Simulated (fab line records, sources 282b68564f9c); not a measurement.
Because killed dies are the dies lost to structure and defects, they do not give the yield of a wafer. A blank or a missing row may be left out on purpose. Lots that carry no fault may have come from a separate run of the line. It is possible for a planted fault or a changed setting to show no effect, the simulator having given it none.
fab line records    flow rit-cmos
record lots=5  wafers=15  last-day=7
route steps=202 shown PRETRO@67 GATE@75 FOX2@80 REOX@98 NLDD@103 SILICIDE@161 M1@202
lots that met no fault: taken from a fault-free run of the same line
start-h: hours from the record's first day to the start of the lot's first wafer shown    wait-h: how many hours have passed since the lot's step before this one    " repeats the value in the row above    L1.1+2: a row that stands for several wafers    - either no value or no given start    * or withheld: withheld    < > ~ a bound
route shown NAME@n: names a module that has steps shown in the file, with the first one's number in the route    usual: average and standard deviation across the fault-free wafers    same: alike in all rows    chamber/n: place in a boat    sites: each site's reading    _std_site: standard deviation of those values    _edge_site: outer sites' mean less inner sites'    radius-mm: for every site, how far away it sits from the centre of the wafer    mask NAME#n: copy n    behind: the most recent tool/chamber to have shaped the wafer    hold: why the lot went on hold/how many hours it stayed there/how the hold came to an end    device: which transistor (n, p or np) failed to switch    end of line: tests run on the same wafers once the route is complete    a step without rows: its recipe alone    killed: not the wafer's yield, but the dies lost to structure and defects at the first sort    map: a wafer's dies, x killed, . not, _ none there
set.NAME: setting as actually run; set.NAME@STEP: the setting as run at that earlier step    model.NAME: the simulator's own value behind a step, which no gauge read
lots at some steps of the route; a table a step, a row a wafer
services: the hour from which a tool's chamber was out of use, counted from the record's first day as start-h (under 0 if before that day), plus the number of hours and why
## steps
# step RIT_PRETRO_EXPOSE_03
# recipe mask-id=M5  na=0.57  target-cd-nm=43700  dose-mj=250
# step RIT_PRETRO_PEB_04
# recipe resist=NOVOLAK  temp-c=withheld  time-s=withheld
# step RIT_PRETRO_DEVELOP_05
# recipe resist=NOVOLAK  develop-time-s=68  dev-temp-c=23
# step RIT_PRETRO_OVL_MEAS_06
# usual PRETRO_OVL=0.0/1.5
lot.wafer  tool        chamber  start-h  wait-h  PRETRO_OVL[nm]
L255.2     overlay-02  -        57.27    -       -1.2
L255.4     "           -        "        "       0.1
L255.5     "           -        "        "       -0.2
L262.1     overlay-02  -        90.67    -       -0.1
L262.4     "           -        "        "       -0.8
L262.5     "           -        "        "       -1.3
L263.1     overlay-02  -        95.99    -       2.5
L263.4     "           -        "        "       1.3
L263.6     "           -        "        "       0.3
L265.4     overlay-01  -        107.89   -       0.2
L265.5     "           -        "        "       0.4
L265.6     "           -        "        "       2.5
L273.1     overlay-02  -        146.08   -       -1.8
L273.3     "           -        "        "       -1.1
L273.6     "           -        "        "       -0.7
# step RIT_PRETRO_HARDBAKE_07
# recipe resist=NOVOLAK  temp-c=140  time-s=120
# step RIT_PRETRO_IMPLANT_08
# recipe species=B  energy-kev=45  dose-cm2=1.2e+13  tilt-deg=7
# step RIT_PRETRO_STRIP_09
# recipe chemistry=O2  time-s=180  resist=NOVOLAK  platen-temp-c=withheld  power-w=500  pressure-mtorr=4000  o2-flow-sccm=4000
# usual drypump-motor-current-A=6.0/0.49
lot.wafer  tool             chamber  start-h  wait-h  drypump-motor-current-A  rf-hours-counter-h
L255.2     plasma-asher-01  1        57.70    0.1     6.0                      39
L255.4     "                1        "        "       6.0                      -
L255.5     "                0        "        "       6.1                      -
L262.1     plasma-asher-03  1        91.10    0.1     5.8                      48
L262.4     "                0        "        "       6.3                      -
L262.5     "                0        "        "       6.3                      -
L263.1     plasma-asher-01  0        96.43    0.1     6.1                      44
L263.4     "                0        "        "       6.1                      -
L263.6     "                1        "        "       6.0                      -
L265.4     plasma-asher-01  0        108.37   0.1     6.1                      -
L265.5     "                1        "        "       6.0                      -
L265.6     "                0        "        "       6.1                      -
L273.1     plasma-asher-03  0        146.52   0.1     6.3                      3
L273.3     "                1        "        "       5.8                      -
L273.6     "                0        "        "       6.3                      -
# step RIT_PRETRO_TW_MEAS_10
# usual PRETRO_TW=475/4.5
lot.wafer  tool           chamber  start-h  wait-h  PRETRO_TW
L255.2     film-metro-02  -        57.88    0.1     472
L255.4     "              -        "        "       470
L255.5     "              -        "        "       470
L262.1     film-metro-03  -        91.28    0.1     473
L262.4     "              -        "        "       473
L262.5     "              -        "        "       473
L263.1     film-metro-02  -        96.60    0.1     471
L263.4     "              -        "        "       472
L263.6     "              -        "        "       471
L265.4     film-metro-02  -        108.51   0.1     470
L265.5     "              -        "        "       472
L265.6     "              -        "        "       475
L273.1     film-metro-02  -        146.69   0.1     476
L273.3     "              -        "        "       473
L273.6     "              -        "        "       474
# step RIT_GATE_WET_ETCH_00
# recipe chemistry=BOE  target=SiO2  target-depth-nm=56  time-s=60  dry=n2-spin  dilution=10:1  temp-c=21.5
# step RIT_GATE_CLEAN_01
# recipe chemistry=SC1  mix=3:3:50  time-s=600  temp-c=75
# step RIT_GATE_CLEAN_02
# recipe chemistry=dHF  dilution=50:1  time-s=30
# step RIT_GATE_CLEAN_03
# recipe chemistry=SC2  mix=3:3:50  time-s=600  temp-c=75  dry=n2-spin
# step RIT_GATE_CLEAN_04
# recipe chemistry=dHF  dilution=50:1  time-s=60  dry=n2-spin
# usual run-length-s=89/3.9
lot.wafer  tool          chamber  start-h  wait-h  run-length-s  model.SiO2_of_FOX2_OXIDATION_00.thk-nm
L255.2     wet-bench-03  3        58.33    0.0     91            260.6
L255.4     "             3        "        "       91            256.6
L255.5     "             3        "        "       91            262.8
L262.1     wet-bench-02  0        91.77    0.0     92            254
L262.4     "             0        "        "       92            242.9
L262.5     "             0        "        "       92            248.7
L263.1     wet-bench-02  1        97.07    0.0     334           236.6
L263.4     "             1        "        "       334           230.7
L263.6     "             1        "        "       334           232.7
L265.4     wet-bench-01  0        108.97   0.0     84            253.2
L265.5     "             0        "        "       84            256
L265.6     "             0        "        "       84            255.4
L273.1     wet-bench-03  2        147.14   0.0     86            264.6
L273.3     "             2        "        "       86            261.8
L273.6     "             2        "        "       86            254.5
# step RIT_FOX2_THK_MEAS_91
# recipe reads=SiO2_of_FOX2_OXIDATION_00
# usual FIELD_OXIDE_LEFT_2_THK=256/7.9
lot.wafer  tool           chamber  start-h  wait-h  FIELD_OXIDE_LEFT_2_THK[nm]
L255.2     film-metro-04  -        58.36    0.0     261
L255.4     "              -        "        "       256
L255.5     "              -        "        "       263
L262.1     film-metro-03  -        91.79    0.0     254
L262.4     "              -        "        "       243
L262.5     "              -        "        "       249
L263.1     film-metro-04  -        97.10    -       236
L263.4     "              -        "        "       231
L263.6     "              -        "        "       233
L265.4     film-metro-04  -        109.02   0.0     253
L265.5     "              -        "        "       256
L265.6     "              -        "        "       255
L273.1     film-metro-04  -        147.17   0.0     265
L273.3     "              -        "        "       262
L273.6     "              -        "        "       255
# step RIT_GATE_OXIDATION_05
# recipe temp-c=900  ambient=O2  target-thk-a=30  ox-time-s=270
# step RIT_GATE_ANNEAL_06
# recipe temp-c=900  time-s=600  ambient=N2O
# step RIT_GATE_THK_MEAS_07
# recipe reads=SiO2_of_GATE_OXIDATION_05
# usual GATE_OXIDE_THK=3.04/0.078
lot.wafer  tool           chamber  start-h  wait-h  GATE_OXIDE_THK[nm]
L255.2     film-metro-04  -        60.04    0.0     3.15
L255.4     "              -        "        "       3.09
L255.5     "              -        "        "       3.18
L262.1     film-metro-03  -        93.38    0.0     2.96
L262.4     "              -        "        "       2.95
L262.5     "              -        "        "       2.99
L263.1     film-metro-04  -        98.80    0.0     3.04
L263.4     "              -        "        "       3.02
L263.6     "              -        "        "       3.07
L265.4     film-metro-04  -        111.19   0.0     3.04
L265.5     "              -        "        "       2.98
L265.6     "              -        "        "       2.99
L273.1     film-metro-01  -        148.55   0.0     3.11
L273.3     "              -        "        "       3.13
L273.6     "              -        "        "       3.06
# step RIT_GATE_CVD_08
# recipe material=poly-Si  target-thk-nm=250  temp-c=610  precursor=SiH4  time-s=2220  pressure-mtorr=300  sih4-flow-sccm=100
# step RIT_GATE_THK_MEAS_09
# recipe reads=poly-Si_of_GATE_CVD_08
# usual GATE_POLY_THK=251.2/2.2
lot.wafer  tool           chamber  start-h  wait-h  GATE_POLY_THK[nm]
L255.2     film-metro-03  -        61.72    0.0     248.9
L255.4     "              -        "        "       248.4
L255.5     "              -        "        "       246.7
L262.1     film-metro-04  -        95.06    0.0     249.5
L262.4     "              -        "        "       249.7
L262.5     "              -        "        "       251.3
L263.1     film-metro-01  -        100.47   0.0     249.8
L263.4     "              -        "        "       252.3
L263.6     "              -        "        "       247.9
L265.4     film-metro-04  -        112.87   0.0     252.2
L265.5     "              -        "        "       250.4
L265.6     "              -        "        "       250.8
L273.1     film-metro-04  -        150.23   0.0     253.8
L273.3     "              -        "        "       251.7
L273.6     "              -        "        "       252.1
# step RIT_GATE_HMDS_10
# recipe prime-time-s=60  prime-temp-c=140
# step RIT_GATE_COAT_11
# recipe resist=NOVOLAK  spin-rpm=4250  resist-thk-nm=850
# step RIT_GATE_SOFTBAKE_12
# recipe resist=NOVOLAK  temp-c=90  time-s=60
# step RIT_GATE_EXPOSE_13
# recipe mask-id=M6  na=0.6  source-shape=conventional  sigma-outer=0.6  target-cd-nm=150  dose-mj=380
# step RIT_GATE_PEB_14
# recipe resist=NOVOLAK  temp-c=withheld  time-s=withheld
# step RIT_GATE_DEVELOP_15
# recipe resist=NOVOLAK  develop-time-s=50  dev-temp-c=23
# step RIT_GATE_CD_MEAS_16
# recipe target-cd-nm=150
# usual cd-nm=150.3/2.8
lot.wafer  tool       chamber  start-h  wait-h  cd-nm
L255.2     cd-sem-02  -        62.80    -       154.2
L255.4     "          -        "        "       151.5
L255.5     "          -        "        "       151.4
L262.1     cd-sem-02  -        96.03    -       149.3
L262.4     "          -        "        "       151.7
L262.5     "          -        "        "       152.0
L263.1     cd-sem-01  -        101.42   -       153.3
L263.4     "          -        "        "       151.0
L263.6     "          -        "        "       152.7
L265.4     cd-sem-01  -        113.93   -       150.7
L265.5     "          -        "        "       151.3
L265.6     "          -        "        "       149.3
L273.1     cd-sem-02  -        151.28   -       150.3
L273.3     "          -        "        "       151.1
L273.6     "          -        "        "       149.9
# step RIT_GATE_OVL_MEAS_17
# usual GATE_OVL=-0.1/1.7
lot.wafer  tool        chamber  start-h  wait-h  GATE_OVL[nm]
L255.2     overlay-01  -        62.91    0.1     -2.9
L255.4     "           -        "        "       -1.5
L255.5     "           -        "        "       -1.1
L262.1     overlay-01  -        96.15    0.1     -2.1
L262.4     "           -        "        "       -1.4
L262.5     "           -        "        "       -0.8
L263.1     overlay-02  -        101.54   0.1     -0.1
L263.4     "           -        "        "       -0.2
L263.6     "           -        "        "       0.2
L265.4     overlay-01  -        114.01   0.1     0.1
L265.5     "           -        "        "       2.1
L265.6     "           -        "        "       1.1
L273.1     overlay-02  -        151.40   0.1     3.4
L273.3     "           -        "        "       2.3
L273.6     "           -        "        "       2.8
# step RIT_GATE_HARDBAKE_18
# recipe resist=NOVOLAK  temp-c=140  time-s=60
# step RIT_GATE_ETCH_19
# recipe chemistry=SF6/CHF3/O2  time-s=165  SF6_flow_sccm=30  CHF3_flow_sccm=30  O2_flow_sccm=5  target=poly-Si  pressure-mtorr=40  rf-w=160  target-depth-a=3125  over-etch-frac=0.25  stop-on=SiO2
# usual drypump-motor-current-A=5.4/0.43  oes-product-au=0.859/0.0098  throttle-valve-pct=10.25/0.12
lot.wafer  tool       chamber  start-h  wait-h  drypump-motor-current-A  oes-product-au  rf-hours-counter-h  throttle-valve-pct
L255.2     rie-si-01  1        63.09    0.1     5.6                      0.874           28                  10.27
L255.4     "          3        "        "       6.1                      0.842           1                   10.11
L255.5     "          0        "        "       5.3                      0.849           -                   10.25
L262.1     rie-si-02  2        96.34    0.1     5.7                      0.859           55                  10.39
L262.4     "          2        "        "       5.7                      0.858           -                   10.40
L262.5     "          3        "        "       4.8                      0.860           -                   10.24
L263.1     rie-si-01  2        101.72   0.1     5.3                      0.863           1                   10.26
L263.4     "          1        "        "       5.7                      0.869           28                  10.26
L263.6     "          0        "        "       5.3                      0.848           -                   10.27
L265.4     rie-si-01  0        114.18   0.1     5.3                      0.858           102                 10.27
L265.5     "          2        "        "       5.3                      0.865           -                   10.25
L265.6     "          3        "        "       6.1                      0.846           -                   10.12
L273.1     rie-si-01  1        151.64   0.1     5.6                      0.882           29                  10.27
L273.3     "          0        "        "       5.3                      0.862           102                 10.26
L273.6     "          2        "        "       5.3                      0.855           -                   10.24
# step RIT_GATE_STRIP_20
# recipe chemistry=O2  time-s=180  resist=NOVOLAK  platen-temp-c=withheld  power-w=500  pressure-mtorr=4000  o2-flow-sccm=4000
# usual drypump-motor-current-A=6.0/0.57
lot.wafer  tool             chamber  start-h  wait-h  drypump-motor-current-A  rf-hours-counter-h
L255.2     plasma-asher-02  0        63.20    0.1     6.7                      38
L255.4     "                0        "        "       6.8                      -
L255.5     "                1        "        "       4.9                      -
L262.1     plasma-asher-02  0        96.45    0.1     6.8                      42
L262.4     "                0        "        "       6.8                      -
L262.5     "                0        "        "       6.8                      -
L263.1     plasma-asher-04  1        101.83   0.1     6.6                      30
L263.4     "                0        "        "       5.9                      -
L263.6     "                1        "        "       6.6                      -
L265.4     plasma-asher-02  1        114.35   0.1     4.9                      -
L265.5     "                0        "        "       6.8                      -
L265.6     "                1        "        "       4.9                      -
L273.1     plasma-asher-01  1        151.75   0.1     6.0                      50
L273.3     "                1        "        "       6.0                      -
L273.6     "                0        "        "       6.1                      -
# step RIT_GATE_CD_MEAS_90
# recipe target-cd-nm=150
# usual cd-nm=150.4/2.8
lot.wafer  tool       chamber  start-h  wait-h  cd-nm
L255.2     cd-sem-01  -        63.39    0.1     154.0
L255.4     "          -        "        "       151.5
L255.5     "          -        "        "       151.5
L262.1     cd-sem-01  -        96.62    0.1     150.1
L262.4     "          -        "        "       151.7
L262.5     "          -        "        "       152.2
L263.1     cd-sem-02  -        102.01   0.1     153.7
L263.4     "          -        "        "       151.5
L263.6     "          -        "        "       153.1
L265.4     cd-sem-02  -        114.52   0.1     151.1
L265.5     "          -        "        "       151.9
L265.6     "          -        "        "       149.6
L273.1     cd-sem-02  -        151.93   0.1     149.4
L273.3     "          -        "        "       151.2
L273.6     "          -        "        "       149.8
# step RIT_REOX_CLEAN_00
# recipe chemistry=SC1  mix=3:3:50  time-s=600  temp-c=75
# step RIT_REOX_CLEAN_01
# recipe chemistry=dHF  dilution=50:1  time-s=30
# step RIT_REOX_CLEAN_02
# recipe chemistry=SC2  mix=3:3:50  time-s=600  temp-c=75  dry=n2-spin
# step RIT_REOX_OXIDATION_03
# recipe temp-c=900  ambient=O2  target-thk-a=252  ox-time-s=5580
# step RIT_REOX_THK_MEAS_04
# recipe reads=SiO2_of_REOX_OXIDATION_03
# usual REOX_OXIDE_THK=25.2/0.46
lot.wafer  tool           chamber  start-h  wait-h  REOX_OXIDE_THK[nm]
L255.2     film-metro-01  -        66.45    0.0     25.3
L255.4     "              -        "        "       25.5
L255.5     "              -        "        "       25.5
L262.1     film-metro-04  -        100.12   0.0     24.9
L262.4     "              -        "        "       24.9
L262.5     "              -        "        "       25.0
L263.1     film-metro-02  -        105.08   0.0     24.4
L263.4     "              -        "        "       23.9
L263.6     "              -        "        "       24.2
L265.4     film-metro-01  -        117.54   0.0     25.6
L265.5     "              -        "        "       25.6
L265.6     "              -        "        "       25.3
L273.1     film-metro-04  -        154.96   0.0     25.5
L273.3     "              -        "        "       25.6
L273.6     "              -        "        "       25.4
# step RIT_NLDD_HMDS_00
# recipe prime-time-s=60  prime-temp-c=140
# step RIT_NLDD_COAT_01
# recipe resist=NOVOLAK  spin-rpm=3250  resist-thk-nm=1000
# step RIT_NLDD_SOFTBAKE_02
# recipe resist=NOVOLAK  temp-c=90  time-s=60
# step RIT_NLDD_EXPOSE_03
# recipe mask-id=M7  na=0.57  target-cd-nm=40700  dose-mj=250
# step RIT_NLDD_PEB_04
# recipe resist=NOVOLAK  temp-c=withheld  time-s=withheld
# step RIT_NLDD_DEVELOP_05
# recipe resist=NOVOLAK  develop-time-s=50  dev-temp-c=23
# step RIT_SILICIDE_WET_ETCH_00
# recipe chemistry=BOE  target=SiO2  target-depth-nm=14  time-s=15  dry=n2-spin  dilution=10:1  temp-c=21.5
# usual temp-c=21.51/0.098
lot.wafer  tool          chamber  start-h  wait-h  temp-c  model.SiO2_of_FOX2_OXIDATION_00.thk-nm
L255.2     wet-bench-02  3        76.01    0.1     21.49   154.9
L255.4     "             3        "        "       21.46   150.9
L255.5     "             3        "        "       21.44   157
L262.1     wet-bench-02  1        109.73   0.1     21.61   149.1
L262.4     "             1        "        "       21.65   137.9
L262.5     "             1        "        "       21.56   143.6
L263.1     wet-bench-01  0        114.75   0.1     21.47   131.4
L263.4     "             0        "        "       21.53   126.6
L263.6     "             0        "        "       21.36   127.7
L265.4     wet-bench-02  2        126.94   0.0     21.50   149.7
L265.5     "             2        "        "       21.71   151.9
L265.6     "             2        "        "       21.61   152.8
L273.1     wet-bench-03  0        164.48   0.1     21.37   160
L273.3     "             0        "        "       21.37   156.8
L273.6     "             0        "        "       21.31   149.8
# step RIT_M1_PROBE_99
# usual killed-at-front-end=6.5/3  killed-dies=7/3  killed-open=3.2/2  killed-short=3.2/1.9
# same gross-dies=264  killed_at_M0_to_M3=0  killed_at_M4_up=0  killed-at-back-side=0  killed-at-contacts=0  killed-at-other=0
lot.wafer  tool       chamber  start-h  wait-h  killed-at-front-end  killed-dies  killed-open  killed-short  model.etest.pldd.width-nm  model.etest.nldd.width-nm  model.etest.pplus-sal.width-nm  model.etest.nplus-sal.width-nm  model.etest.nmos-narrow.drive-ua-um  model.etest.pmos-narrow.drive-ua-um  model.etest.field-n.vt-v  model.etest.field-p.vt-v
L255.2     prober-02  -        82.96    0.1     4                    4            1            3             3166                       3172                       3468                            3450                            211.8                                94.05                                35.46                     -12.63
L255.4     prober-02  -        83.06    0.2     6                    6            2            4             3188                       3177                       3464                            3476                            215.2                                94.39                                34.95                     -12.64
L255.5     prober-02  -        83.11    0.2     5                    5            2            3             3179                       3187                       3466                            3470                            212.8                                94.43                                35.87                     -12.68
L262.1     prober-01  -        116.68   0.1     9                    9            5            4             3165                       3152                       3457                            3429                            221.4                                97.79                                34.61                     -12.79
L262.4     prober-01  -        116.83   0.2     5                    5            3            2             3172                       3176                       3463                            3442                            230.7                                100.4                                33.12                     -12.85
L262.5     prober-01  -        116.88   0.2     4                    4            3            1             3158                       3148                       3428                            3437                            225.5                                99.44                                33.86                     -12.78
L263.1     prober-02  -        121.81   0.1     5                    5            4            1             3286                       3283                       3519                            3512                            248.4                                116.4                                31.9                      -11.5
L263.4     prober-02  -        121.96   0.2     6                    6            2            4             3281                       3278                       3494                            3477                            244.7                                115.4                                31.2                      -11.35
L263.6     prober-02  -        122.06   0.2     3                    3            2            1             3295                       3290                       3506                            3517                            244.6                                113.3                                31.45                     -11.47
L265.4     prober-02  -        134.07   0.2     4                    4            3            1             3148                       3166                       3427                            3423                            207.3                                95.94                                34.33                     -12.71
L265.5     prober-02  -        134.12   0.2     9                    9            4            3             3131                       3155                       3421                            3428                            210.6                                95.75                                34.77                     -12.78
L265.6     prober-02  -        134.17   0.2     4                    4            0            4             3167                       3155                       3416                            3433                            215.5                                97.63                                34.61                     -12.87
L273.1     prober-02  -        171.41   0.1     6                    6            4            2             3168                       3143                       3451                            3424                            209.7                                96.57                                36.07                     -12.87
L273.3     prober-02  -        171.51   0.2     14                   14           10           4             3182                       3164                       3457                            3455                            215                                  98.77                                35.69                     -12.88
L273.6     prober-02  -        171.66   0.2     4                    4            3            1             3183                       3176                       3460                            3433                            217.3                                100.4                                34.66                     -12.86
# killed by level:class
L255.2 FOX2:geometric-particle:short=1 GATE:geometric-particle:open=1 GATE:geometric-particle:short=1 SILICIDE:geometric-particle:short=1
L255.4 GATE:geometric-particle:short=3 FOX1:geometric-particle:open=1 GATE:geometric-particle:open=1 REOX:geometric-particle:short=1
L255.5 GATE:geometric-particle:short=2 FOX1:geometric-particle:open=1 GATE:geometric-particle:open=1 SILICIDE:geometric-particle:short=1
L262.1 REOX:geometric-particle:open=3 REOX:geometric-particle:short=2 GATE:geometric-particle:open=1 GATE:geometric-particle:short=1 SPACER:geometric-particle:open=1 SPACER:geometric-particle:short=1
L262.4 GATE:geometric-particle:short=2 GATE:geometric-particle:open=1 REOX:geometric-particle:open=1 SPACER:geometric-particle:open=1
L262.5 GATE:geometric-particle:short=1 GATE:geometric-particle:open=1 REOX:geometric-particle:open=1 SILICIDE:geometric-particle:open=1
L263.1 GATE:geometric-particle:open=3 FOX1:geometric-particle:open=1 GATE:geometric-particle:short=1
L263.4 GATE:geometric-particle:open=2 SPACER:geometric-particle:short=2 FOX1:geometric-particle:short=1 REOX:geometric-particle:short=1
L263.6 ACTIVE:geometric-particle:short=1 FOX1:geometric-particle:open=1 SILICIDE:geometric-particle:open=1
L265.4 GATE:geometric-particle:open=2 FOX2:geometric-particle:open=1 GATE:geometric-particle:short=1
L265.5 GATE:geometric-particle:short=2 SILICIDE:geometric-particle:open=2 NSD:coat-microbubble-printed=2 FOX1:geometric-particle:open=1 GATE:geometric-particle:open=1 SPACER:geometric-particle:short=1
L265.6 GATE:geometric-particle:short=2 SPACER:geometric-particle:short=1 SILICIDE:geometric-particle:short=1
L273.1 GATE:geometric-particle:open=3 GATE:geometric-particle:short=2 FOX2:geometric-particle:open=1
L273.3 REOX:geometric-particle:open=4 FOX2:geometric-particle:open=3 FOX1:geometric-particle:short=2 GATE:geometric-particle:open=2 GATE:geometric-particle:short=2 SPACER:geometric-particle:open=1
L273.6 GATE:geometric-particle:open=2 GATE:geometric-particle:short=1 SPACER:geometric-particle:open=1
## services
tool             chamber  start-h  hours  kind
plasma-asher-02  -        50.39    3.1    repair
wet-bench-02     -        64.77    3.3    repair
plasma-asher-04  -        78.37    17.6   repair
rie-si-02        0        93.54    -      clean
rie-si-02        0        93.54    16.8   scheduled-down
rie-si-02        0        93.54    16.8   vent-cycle
rie-si-01        1        95.63    3.2    repair
plasma-asher-03  -        108.75   9.0    pm
plasma-asher-03  0        108.75   9.0    vent-cycle
plasma-asher-03  1        108.75   9.0    vent-cycle
plasma-asher-02  -        111.69   0.8    repair
plasma-asher-03  0        117.75   -      clean
plasma-asher-03  1        117.75   -      clean
plasma-asher-01  -        122.12   4.2    pm
rie-si-01        0        126.56   5.2    repair
rie-si-01        -        142.96   2.8    pm
rie-si-02        -        158.46   4.3    pm
plasma-asher-04  -        160.67   3.1    repair
## key
first-sign step=RIT_GATE_CLEAN_04  reading=run-length-s  direction=up  sigmas=63  usual=*  struck=*
effect step=RIT_FOX2_THK_MEAS_91  reading=FIELD_OXIDE_LEFT_2_THK  direction=down  sigmas=2.9  usual=256  struck=233
model-effect step=RIT_GATE_CLEAN_04  value=SiO2_of_FOX2_OXIDATION_00.thk-nm  without=259.8  struck=233.3
model-effect step=RIT_SILICIDE_WET_ETCH_00  value=SiO2_of_FOX2_OXIDATION_00.thk-nm  without=155  struck=128.6
model-effect step=RIT_M1_PROBE_99  value=etest.pldd.width-nm  without=3172  struck=3287
met-at RIT_GATE_CLEAN_04
struck-wafers L263.1,L263.4,L263.6
tester-left-out L263
fault kind=process-parameter-drift  tool=wet-bench-02  chamber=1  onset-h=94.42  steps=RIT_GATE_CLEAN_04  channel=time-s  offset=*  shape=step  end-h=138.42  acts-in=*  stated=*
# tester-left-out: of these lots the tester's yield and bins aren't shown, on N5 and GAA mostly nor the transistor test; their killed dies are dies lost to structure and defects alone, not to doping, threshold or leakage, so they don't give the yield
